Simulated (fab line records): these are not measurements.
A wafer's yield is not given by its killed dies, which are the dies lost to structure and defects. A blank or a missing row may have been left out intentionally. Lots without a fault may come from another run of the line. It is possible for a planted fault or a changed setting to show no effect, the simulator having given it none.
Which tool was responsible? | flow berkeleyCmos170 | 15 lots, 45 wafers sampled, at 5 steps of a route of 331

WHAT EACH GAUGE READ, for each wafer
UCB170_PWELL_THK_MEAS_03.
lot  | measured    | on           | PWELL_OXIDE_THK (nm)
L951 | day 2 08:01 | filmMetro-02 | 26.7 27.2 27.0
L953 | day 2 17:24 | filmMetro-02 | 25.6 25.7 25.6
L954 | day 3 02:17 | filmMetro-04 | 26.6 26.6 26.7
L956 | day 3 15:18 | filmMetro-02 | 26.9 26.9 27.2
L957 | day 3 20:53 | filmMetro-04 | 25.8 26.3 25.5
L959 | day 4 12:47 | filmMetro-04 | 26.3 25.8 26.1
L960 | day 4 12:48 | filmMetro-02 | 26.0 26.3 26.2
L961 | day 4 12:47 | filmMetro-03 | 26.9 26.7 27.1
L965 | day 5 16:16 | filmMetro-03 | 26.0 25.9 25.7
L967 | day 5 23:53 | filmMetro-03 | 17.4 16.9 17.4
L968 | day 6 02:35 | filmMetro-04 | 17.3 17.5 17.4
L969 | day 6 10:51 | filmMetro-02 | 18.2 18.3 18.5
L972 | day 6 23:30 | filmMetro-02 | 26.0 26.0 25.7
L973 | day 6 23:31 | filmMetro-03 | 26.1 25.6 25.8
L974 | day 7 07:31 | filmMetro-02 | 26.4 26.7 27.1

UCB170_WELLDRIVE_THK_MEAS_02.
lot  | measured    | on           | WELLDRIVE_OXIDE_THK (nm)
L951 | day 2 22:44 | filmMetro-03 | 198 196 195
L953 | day 3 13:57 | filmMetro-03 | 202 203 200
L954 | day 3 20:20 | filmMetro-04 | 197 196 201
L956 | day 4 10:50 | filmMetro-04 | 211 212 213
L957 | day 4 13:06 | filmMetro-03 | 196 195 194
L959 | day 5 05:15 | filmMetro-03 | 196 201 199
L960 | day 5 05:16 | filmMetro-01 | 196 195 195
L961 | day 5 08:48 | filmMetro-03 | 191 190 195
L965 | day 6 10:30 | filmMetro-03 | 190 192 194
L967 | day 6 18:22 | filmMetro-01 | 191 193 187
L968 | day 6 22:11 | filmMetro-04 | 198 198 199
L969 | day 7 04:30 | filmMetro-03 | 197 196 201
L972 | day 8 00:16 | filmMetro-03 | 201 202 203
L973 | day 8 00:16 | filmMetro-01 | 202 200 202
L974 | day 8 04:23 | filmMetro-04 | 192 196 197

UCB170_PFIELD_OVL_MEAS_06.
lot  | measured    | on         | PFIELD_OVL (nm)
L951 | day 3 17:01 | overlay-01 | 5 3 -5
L953 | day 4 05:32 | overlay-01 | 6 8 -1
L954 | day 4 11:04 | overlay-01 | -3 10 -1
L956 | day 5 05:40 | overlay-02 | 3 2 2
L957 | day 5 05:23 | overlay-02 | 3 -2 -9
L959 | day 6 02:13 | overlay-01 | -4 -1 2
L960 | day 6 02:25 | overlay-01 | 1 0 8
L961 | day 6 03:01 | overlay-01 | -5 2 0
L965 | day 7 01:44 | overlay-02 | -2 -6 2
L967 | day 7 21:22 | overlay-02 | -3 -9 -13
L968 | day 7 21:00 | overlay-01 | -9 -2 -6
L969 | day 8 06:13 | overlay-02 | 7 9 6
L972 | day 8 17:23 | overlay-02 | 16 -2 7
L973 | day 8 17:17 | overlay-01 | 12 0 10
L974 | day 9 00:08 | overlay-02 | -5 2 -8

UCB170_NVT_OVL_MEAS_06.
lot  | measured     | on         | NVT_OVL (nm)
L951 | day 4 16:19  | overlay-01 | 4 9 4
L953 | day 5 09:01  | overlay-02 | -4 2 3
L954 | day 5 13:25  | overlay-02 | 10 6 11
L956 | day 6 03:51  | overlay-02 | 2 -7 -5
L957 | day 6 04:17  | overlay-01 | 0 4 -1
L959 | day 7 06:04  | overlay-01 | -2 -6 -5
L960 | day 7 06:19  | overlay-02 | -4 -4 -1
L961 | day 7 13:00  | overlay-01 | 0 1 6
L965 | day 8 09:43  | overlay-02 | 5 3 3
L967 | day 8 22:14  | overlay-02 | 4 6 4
L968 | day 8 21:58  | overlay-02 | -1 -4 2
L969 | day 9 08:55  | overlay-02 | 8 11 10
L972 | day 9 23:38  | overlay-02 | -1 -8 -4
L973 | day 9 23:53  | overlay-01 | 4 1 -6
L974 | day 10 04:10 | overlay-01 | 10 9 9

EACH LOT AND THE TOOL THAT RAN IT (in order: tool; ch and the chambers of the sampled wafers; start)
lot  | UCB170_PWELL_OXIDATION_02
L951 | furnace-03 ch 0, day 2 06:40
L953 | furnace-02 ch 0, day 2 16:03
L954 | furnace-02 ch 0, day 3 00:54
L956 | furnace-02 ch 0, day 3 13:57
L957 | furnace-01 ch 0, day 3 19:32
L959 | furnace-03 ch 0, day 4 11:26
L960 | furnace-03 ch 0, day 4 11:26
L961 | furnace-03 ch 0, day 4 11:26
L965 | furnace-01 ch 0, day 5 14:55
L967 | furnace-03 ch 0, day 5 22:31
L968 | furnace-03 ch 0, day 6 01:13
L969 | furnace-03 ch 0, day 6 09:30
L972 | furnace-01 ch 0, day 6 22:09
L973 | furnace-01 ch 0, day 6 22:09
L974 | furnace-01 ch 0, day 7 06:10
- UCB170_PWELL_OXIDATION_02: target thk 26.4 nm, ox time 1260 s.

WHAT THE TOOLS THEMSELVES READ (means of the sampled wafers that have a number; where no wafer has one, the mark that the record gives instead)
UCB170_PWELL_OXIDATION_02.
lot  | tool       | spikeTcCentreC (C) | spikeTcLoadC (C) | spikeTcSourceC (C) | tubeCenterTempC (C) | tube_center_temp_C_max | zonePowerSourcePct (%)
L951 | furnace-03 | 1003.0             | 1027.8           | 1025.2             | 999.96              | 1002.2                 | 31
L953 | furnace-02 | 1000.9             | 1023.3           | 1021.9             | 999.94              | 1003.0                 | 34
L954 | furnace-02 | 1003.2             | 1023.7           | 1021.9             | 999.92              | 1002.6                 | 34
L956 | furnace-02 | 1001.9             | 1022.7           | 1022.4             | 1000.03             | 1002.5                 | 34
L957 | furnace-01 | 1002.2             | 1030.4           | 1025.4             | 999.95              | 1002.6                 | 38
L959 | furnace-03 | 1003.2             | 1027.6           | 1023.8             | 1000.05             | 1003.0                 | 31
L960 | furnace-03 | 1004.3             | 1027.3           | 1024.7             | 1000.10             | 1002.5                 | 32
L961 | furnace-03 | 1003.6             | 1026.6           | 1024.7             | 999.95              | 1002.6                 | 32
L965 | furnace-01 | 1001.4             | 1030.5           | 1025.7             | 1000.04             | 1003.0                 | 38
L967 | furnace-03 | 963.8              | 987.6            | 984.9              | 960.75              | 963.0                  | 29
L968 | furnace-03 | 963.9              | 986.9            | 984.9              | 960.79              | 963.3                  | 29
L969 | furnace-03 | 963.6              | 987.2            | 984.5              | 960.85              | 963.2                  | 29
L972 | furnace-01 | 1001.8             | 1031.1           | 1025.0             | 999.96              | 1002.3                 | 39
L973 | furnace-01 | 1000.6             | 1031.2           | 1025.0             | 999.91              | 1002.5                 | 38
L974 | furnace-01 | 1001.9             | 1030.0           | 1025.2             | 999.97              | 1002.5                 | 38

THE ANSWER, worked out from the rows above alone
Rule: the lots themselves supply what counts as usual. The widest of any qualifying gaps counts: lots, ordered by their means at a reading, are off when they make up no more than a third of the lots, leave a main group of 4 or more, and stand apart from it by 3 or more times the standard deviation of that group's means. Not used: any main group whose means are identical at the precision the tables above print for the reading. A lot without any number at a reading at which 4 lots or more have one is off too. The other lots that the step has rows for count as sound. First the gauges in route order, then the tools' own readings, where a lot's mean is used as printed above. The first step at which some lot is off is used, and at that step the reading that is off furthest; a lot without a number counts as furthest.
Off: L967, L968, L969, seen at UCB170_PWELL_THK_MEAS_03 (PWELL_OXIDE_THK). Main group: mean 26.3 nm, sd 0.49.
A tool fits if, at a process step before that reading, it ran every lot that is off, and no sound lot after the first of them. The gauges at UCB170_PWELL_THK_MEAS_03 aren't tried: what is off there is off at UCB170_PWELL_OXIDATION_02 too, on other tools, and a gauge's error can't cause that. One candidate fits, namely furnace-03 at UCB170_PWELL_OXIDATION_02. A fault onset in the window from L959 (day 4 11:26, its last sound lot) to L967 (day 5 22:31, its first lot off) fits.
The tool's own readings at UCB170_PWELL_OXIDATION_02 bear it out: on the lots that are off they differ by more than 5 times the standard deviation of the sound lots' means. spikeTcCentreC reads 963.8 C there against 1002.3 C on the sound lots; spikeTcLoadC reads 987.2 C there against 1027.7 C on the sound lots; spikeTcSourceC reads 984.8 C there against 1024.2 C on the sound lots; tubeCenterTempC reads 960.80 C there against 999.98 C on the sound lots; tube_center_temp_C_max reads 963.2 there against 1002.6 on the sound lots.

WHAT WAS PUT IN BY THE SIMULATOR
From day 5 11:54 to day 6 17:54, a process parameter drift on furnace-03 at UCB170_PWELL_OXIDATION_02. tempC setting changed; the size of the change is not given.
Struck lots among those shown: L967, L968, L969. The rule above found the same.
